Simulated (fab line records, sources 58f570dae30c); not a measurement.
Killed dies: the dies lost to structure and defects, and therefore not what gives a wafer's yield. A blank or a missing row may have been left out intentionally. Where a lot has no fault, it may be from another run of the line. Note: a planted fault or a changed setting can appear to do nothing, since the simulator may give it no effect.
Which of the tools did it? ; flow berkeley-cmos170 ; Sampling: 13 lots, 39 wafers, 5 of 331 route steps

## WHAT THE GAUGES READ, wafer by wafer
UCB170_V1_THK_MEAS_04. Usual: for V1_POLISHED_THK the level is 999.7 nm and the standard deviation is 1.5.
lot;measured;on;V1_POLISHED_THK (nm);flag
L833;day 7 13:31;film-metro-03;1000.2 997.9 1000.3;
L835;day 7 19:39;film-metro-02;1002.3 1000.5 1000.9;
L834;day 7 19:42;film-metro-04;1002.0 1001.9 998.7;
L837;day 7 23:49;film-metro-03;999.2 1001.0 998.0;
L838;day 8 13:43;film-metro-02;1000.0 999.2 999.9;
L840;day 9 02:16;film-metro-02;1001.2 1000.9 1001.6;
L843;day 10 08:10;film-metro-03;1000.6 1000.6 998.1;
L849;day 11 06:07;film-metro-02;999.2 999.1 1000.2;
L850;day 11 11:56;film-metro-02;999.4 1000.3 1001.4;
L851;day 11 12:10;film-metro-04;996.4 1000.6 1001.3;
L853;day 12 01:14;film-metro-02;996.9 1000.5 1000.1;
L855;day 12 01:33;film-metro-03;999.0 1000.7 999.6;
L854;day 12 01:16;film-metro-04;1001.1 999.3 996.7;

UCB170_M3_RS_MEAS_02: measures by four-point-probe. Usual: for M3_AL_RS the level is 0.0321 ohm/sq and the standard deviation is 0.00029.
lot;measured;on;M3_AL_RS (ohm/sq);flag
L833;day 7 22:40;film-metro-01;0.0322 0.03221 0.03203;
L835;day 8 04:23;film-metro-01;0.03189 0.03196 0.03201;
L834;day 8 04:42;film-metro-04;0.03224 0.03214 0.03235;
L837;day 8 07:28;film-metro-02;0.03216 0.03181 0.032;
L838;day 8 20:52;film-metro-01;0.0318 0.03201 0.03144;
L840;day 9 09:14;film-metro-01;0.03194 0.0314 0.03257;
L843;day 10 15:29;film-metro-02;0.03195 0.01744 0.01743 0.03193 0.01737 0.01743;OFF
L849;day 11 14:46;film-metro-02;0.03221 0.03198 0.03227;
L850;day 11 20:22;film-metro-02;0.03225 0.03201 0.03194;
L851;day 11 19:44;film-metro-02;0.03237 0.03271 0.03285;
L853;day 12 10:23;film-metro-04;0.03185 0.03185 0.03213;
L855;day 12 10:56;film-metro-01;0.0324 0.03256 0.03216;
L854;day 12 11:11;film-metro-04;0.03243 0.03254 0.03222;

UCB170_M3_THK_MEAS_03: measures by xrf. Usual: for M3_AL_THK the level is 902 nm and the standard deviation is 9.7.
lot;measured;on;M3_AL_THK (nm);flag
L833;day 7 22:47;film-metro-01;893 893 901;
L835;day 8 04:28;film-metro-01;904 904 900;
L834;day 8 04:49;film-metro-04;905 909 906;
L837;day 8 07:35;film-metro-02;903 905 904;
L838;day 8 20:59;film-metro-01;906 896 910;
L840;day 9 09:22;film-metro-01;904 908 887;
L843;day 10 17:47;film-metro-02;901 1646 1638 904 1656 1638;OFF
L849;day 11 14:53;film-metro-02;901 902 897;
L850;day 11 20:28;film-metro-02;900 907 905;
L851;day 11 19:52;film-metro-02;896 889 879;
L853;day 12 10:30;film-metro-04;911 910 910;
L855;day 12 11:02;film-metro-01;886 881 891;
L854;day 12 11:19;film-metro-04;903 901 910;

## WHICH TOOL RAN EACH LOT (tool, then ch and the chambers of the sampled wafers, then the start)
lot;UCB170_M1_SPUTTER_00;UCB170_M3_SPUTTER_01
L833;pvd-sputter-03, day 7 06:00;pvd-sputter-03, day 7 22:35
L835;pvd-sputter-03, day 7 13:11;pvd-sputter-01, day 8 04:14
L834;pvd-sputter-04, day 7 15:52;pvd-sputter-02, day 8 04:37
L837;pvd-sputter-02, day 7 16:07;pvd-sputter-03, day 8 07:23
L838;pvd-sputter-04, day 8 06:26;pvd-sputter-01, day 8 20:46
L840;pvd-sputter-03, day 8 18:52;pvd-sputter-03, day 9 09:08
L843;pvd-sputter-04, day 10 02:14;pvd-sputter-01, day 10 15:23
L849;pvd-sputter-03, day 10 22:12;pvd-sputter-02, day 11 14:40
L850;pvd-sputter-03, day 11 04:44;pvd-sputter-02, day 11 20:16
L851;pvd-sputter-02, day 11 04:59;pvd-sputter-03, day 11 19:39
L853;pvd-sputter-03, day 11 17:57;pvd-sputter-02, day 12 10:18
L855;pvd-sputter-04, day 11 18:55;pvd-sputter-03, day 12 10:50
L854;pvd-sputter-02, day 11 19:01;pvd-sputter-02, day 12 11:07
- UCB170_M1_SPUTTER_00: material Al, target thk 600 nm, time 80 s.
- UCB170_M3_SPUTTER_01: material Al, target thk 900 nm, time 120 s.

## AS READ BY THE TOOLS THEMSELVES (means over the sampled wafers that have a number; for cases with no such wafer, the mark the record gives instead)
UCB170_M1_SPUTTER_00. Usual: throttle-valve-pct 29.8 %, standard deviation 0.87.
lot;tool;throttle-valve-pct (%);flag
L833;pvd-sputter-03;30.2;
L835;pvd-sputter-03;30.4;
L834;pvd-sputter-04;29.3;
L837;pvd-sputter-02;30.3;
L838;pvd-sputter-04;29.3;
L840;pvd-sputter-03;30.2;
L843;pvd-sputter-04;30.5;
L849;pvd-sputter-03;29.7;
L850;pvd-sputter-03;29.5;
L851;pvd-sputter-02;30.2;
L853;pvd-sputter-03;29.4;
L855;pvd-sputter-04;29.2;
L854;pvd-sputter-02;29.9;

UCB170_M3_SPUTTER_01. Usual: throttle-valve-pct 29.9 %, standard deviation 1.1.
lot;tool;throttle-valve-pct (%);flag
L833;pvd-sputter-03;30.1;
L835;pvd-sputter-01;29.9;
L834;pvd-sputter-02;29.4;
L837;pvd-sputter-03;29.6;
L838;pvd-sputter-01;29.6;
L840;pvd-sputter-03;30.2;
L843;pvd-sputter-01;31.2;
L849;pvd-sputter-02;29.9;
L850;pvd-sputter-02;29.6;
L851;pvd-sputter-03;29.4;
L853;pvd-sputter-02;29.6;
L855;pvd-sputter-03;30.3;
L854;pvd-sputter-02;29.8;

## THE ANSWER, worked out from the rows above alone
Rule: take the mean of a lot's wafers that have a number; if it is more than 3 standard deviations from the usual mean, the lot is off. Also off: a lot with no number at a reading for which 4 or more lots have one. Any other lot the step has rows for is counted as sound. First the gauges in route order, then the tools' own readings, where a lot's mean is used as printed above. At the first step where some lot is off, the reading lying furthest off is the one used; lots without a number count as furthest.
Off: L843, seen at UCB170_M3_RS_MEAS_02 (M3_AL_RS).
A tool fits if, at a process step before that reading, it ran every lot that is off, and no sound lot after the first of them. The gauges at UCB170_M3_RS_MEAS_02 are tried like those tools. One fits: UCB170_M3_SPUTTER_01 on pvd-sputter-01. A fault onset in the window from L838 (day 8 20:46, its last sound lot) to L843 (day 10 15:23, its first lot off) fits.

## WHAT HAD BEEN PUT IN BY THE SIMULATOR
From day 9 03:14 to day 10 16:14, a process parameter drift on pvd-sputter-01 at UCB170_M3_SPUTTER_01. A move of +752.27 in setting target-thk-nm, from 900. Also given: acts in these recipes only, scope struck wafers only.
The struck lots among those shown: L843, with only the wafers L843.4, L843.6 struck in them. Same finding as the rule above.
